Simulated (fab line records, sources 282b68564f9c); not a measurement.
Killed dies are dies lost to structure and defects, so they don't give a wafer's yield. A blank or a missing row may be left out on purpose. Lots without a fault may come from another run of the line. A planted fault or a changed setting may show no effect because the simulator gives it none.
Which tool did it? | flow rit_cmos | 13 lots, 39 wafers sampled, at 6 steps of a route of 202

WHAT THE GAUGES READ, wafer by wafer
RIT_FOX1_THK_MEAS_01.
lot  | measured    | on            | FOX1_OXIDE_THK (nm)
L255 | day 1 17:13 | film_metro-04 | 357 356 356
L257 | day 2 03:03 | film_metro-02 | 339 342 344
L258 | day 2 08:33 | film_metro-02 | 341 342 348
L259 | day 2 12:59 | film_metro-04 | 348 354 354
L264 | day 3 14:01 | film_metro-04 | 357 361 351
L266 | day 4 01:23 | film_metro-03 | 351 348 346
L269 | day 4 14:59 | film_metro-03 | 349 351 349
L271 | day 5 01:35 | film_metro-02 | 337 338 335
L272 | day 5 06:05 | film_metro-04 | 353 349 353
L274 | day 5 16:14 | film_metro-04 | 354 349 357
L275 | day 5 21:53 | film_metro-03 | 331 332 334
L277 | day 6 06:52 | film_metro-04 | 349 352 355
L278 | day 6 12:26 | film_metro-02 | 340 345 341

RIT_NLDD_OVL_MEAS_06.
lot  | measured    | on         | NLDD_OVL (nm)
L255 | day 2 18:04 | overlay-02 | 0.8 -0.4 -0.1
L257 | day 3 07:47 | overlay-02 | -1.9 -2.6 -2.8
L258 | day 3 11:48 | overlay-02 | -1.9 -1.6 -4.3
L259 | day 3 14:30 | overlay-01 | - - -
L264 | day 4 13:53 | overlay-02 | -0.6 0.5 -2.2
L266 | day 5 01:17 | overlay-01 | -0.4 -0.6 -0.6
L269 | day 5 14:53 | overlay-01 | 0.9 1.3 2.6
L271 | day 6 05:09 | overlay-01 | -0.5 -1.1 -0.8
L272 | day 6 06:50 | overlay-01 | -1.6 -0.5 0.1
L274 | day 6 17:23 | overlay-02 | 1.2 1.0 2.2
L275 | day 6 23:44 | overlay-01 | -0.1 0.2 -2.0
L277 | day 7 07:31 | overlay-01 | 1.9 -1.1 -2.2
L278 | day 7 11:53 | overlay-02 | 0.3 0.5 1.2

RIT_NLDD_TW_MEAS_10.
lot  | measured    | on            | NLDD_TW
L255 | day 2 18:35 | film_metro-02 | 2476 2481 2467
L257 | day 3 08:17 | film_metro-03 | 2470 2463 2472
L258 | day 3 12:19 | film_metro-03 | 2461 2452 2464
L259 | day 3 15:01 | film_metro-03 | 30 30 30
L264 | day 4 14:25 | film_metro-03 | 2478 2486 2471
L266 | day 5 01:49 | film_metro-03 | 2462 2475 2467
L269 | day 5 15:25 | film_metro-02 | 2461 2457 2483
L271 | day 6 05:43 | film_metro-01 | 2503 2502 2499
L272 | day 6 07:20 | film_metro-01 | 2513 2504 2503
L274 | day 6 17:53 | film_metro-02 | 2492 2483 2483
L275 | day 7 00:27 | film_metro-01 | 2515 2513 2519
L277 | day 7 08:02 | film_metro-01 | 2515 2512 2515
L278 | day 7 12:25 | film_metro-03 | 2460 2448 2454

RIT_PLDD_TW_MEAS_10.
lot  | measured    | on            | PLDD_TW
L255 | day 2 20:05 | film_metro-02 | 2335 2335 2346
L257 | day 3 09:43 | film_metro-03 | 2336 2335 2322
L258 | day 3 14:01 | film_metro-03 | 2322 2323 2324
L259 | day 3 16:26 | film_metro-03 | 2841 2845 2838
L264 | day 4 16:07 | film_metro-03 | 2328 2320 2332
L266 | day 5 03:20 | film_metro-02 | 2315 2319 2314
L269 | day 5 16:50 | film_metro-02 | 2328 2334 2336
L271 | day 6 07:16 | film_metro-02 | 2340 2328 2343
L272 | day 6 08:53 | film_metro-03 | 2326 2324 2328
L274 | day 6 19:19 | film_metro-02 | 2345 2351 2326
L275 | day 7 01:52 | film_metro-02 | 2336 2334 2350
L277 | day 7 09:35 | film_metro-02 | 2339 2351 2345
L278 | day 7 14:00 | film_metro-01 | 2372 2354 2346

RIT_SILICIDE_RS_MEAS_02: measures by four-point-probe.
lot  | measured    | on            | SILICIDE_TI_RS (ohm/sq)
L255 | day 3 02:58 | film_metro-04 | 46.1 47.0 47.1
L257 | day 3 16:22 | film_metro-04 | 48.0 47.9 47.9
L258 | day 3 20:54 | film_metro-04 | 48.9 48.4 48.9
L259 | day 3 22:55 | film_metro-04 | 48.3 47.8 48.7
L264 | day 4 22:38 | film_metro-04 | 46.4 47.5 46.4
L266 | day 5 10:04 | film_metro-01 | 48.2 47.8 48.1
L269 | day 5 23:20 | film_metro-01 | 48.4 48.7 48.4
L271 | day 6 14:28 | film_metro-04 | 47.8 47.5 47.3
L272 | day 6 15:46 | film_metro-04 | 48.1 47.3 47.2
L274 | day 7 02:17 | film_metro-01 | 47.6 48.1 48.6
L275 | day 7 08:42 | film_metro-04 | 47.5 48.1 48.3
L277 | day 7 16:35 | film_metro-01 | 49.3 49.3 49.0
L278 | day 7 20:40 | film_metro-04 | 47.2 47.7 47.7

WHICH TOOL RAN EACH LOT (tool, then ch and the chambers of the sampled wafers, then the start)
lot  | RIT_NLDD_EXPOSE_03
L255 | iline_stepper-02 ch 0, day 2 17:42
L257 | iline_stepper-01 ch 0, day 3 07:24
L258 | iline_stepper-02 ch 0, day 3 11:25
L259 | iline_stepper-02 ch 0, day 3 14:01
L264 | iline_stepper-01 ch 0, day 4 13:31
L266 | iline_stepper-02 ch 0, day 5 00:55
L269 | iline_stepper-02 ch 0, day 5 14:31
L271 | iline_stepper-01 ch 0, day 6 04:46
L272 | iline_stepper-01 ch 0, day 6 06:26
L274 | iline_stepper-02 ch 0, day 6 16:59
L275 | iline_stepper-02 ch 0, day 6 23:20
L277 | iline_stepper-01 ch 0, day 7 07:04
L278 | iline_stepper-01 ch 0, day 7 11:29
- RIT_NLDD_EXPOSE_03: exposes mask M7, target cd 40700 nm.

WHAT THE TOOLS THEMSELVES READ (means of the sampled wafers that have a number; where no wafer has one, the mark that the record gives instead)
The record holds no such reading with a usual standard deviation.

THE ANSWER, worked out from the rows above alone
Rule: what is usual is taken from the lots themselves. Put in order of their means at a reading, lots are off if they are a third of the lots or fewer, leave a main group of 4 or more, and stand apart from it by a gap of 3 or more times the standard deviation of the main group's means; of several such gaps the widest counts. A main group whose means are all the same, to the digits that the tables above print for the reading, isn't used. A lot without any number at a reading at which 4 lots or more have one is off too. The other lots that the step has rows for count as sound. The gauges are gone through in route order, then the tools' own readings, and for those a lot's mean is taken as printed above. The first step at which some lot is off is used, and at that step the reading that is off furthest; a lot without a number counts as furthest.
Off: L259, at RIT_NLDD_OVL_MEAS_06 (NLDD_OVL). Without a number there: L259. The main group: mean -0.4 nm, standard deviation 1.2.
A tool fits if, at a process step before that reading, it ran every lot that is off, and no sound lot after the first of them. The gauges at RIT_NLDD_OVL_MEAS_06 aren't tried: what is off there is off at RIT_NLDD_TW_MEAS_10 too, on other tools, and a gauge's error can't cause that. None of those tried fits.

WHAT THE SIMULATOR HAD PUT IN
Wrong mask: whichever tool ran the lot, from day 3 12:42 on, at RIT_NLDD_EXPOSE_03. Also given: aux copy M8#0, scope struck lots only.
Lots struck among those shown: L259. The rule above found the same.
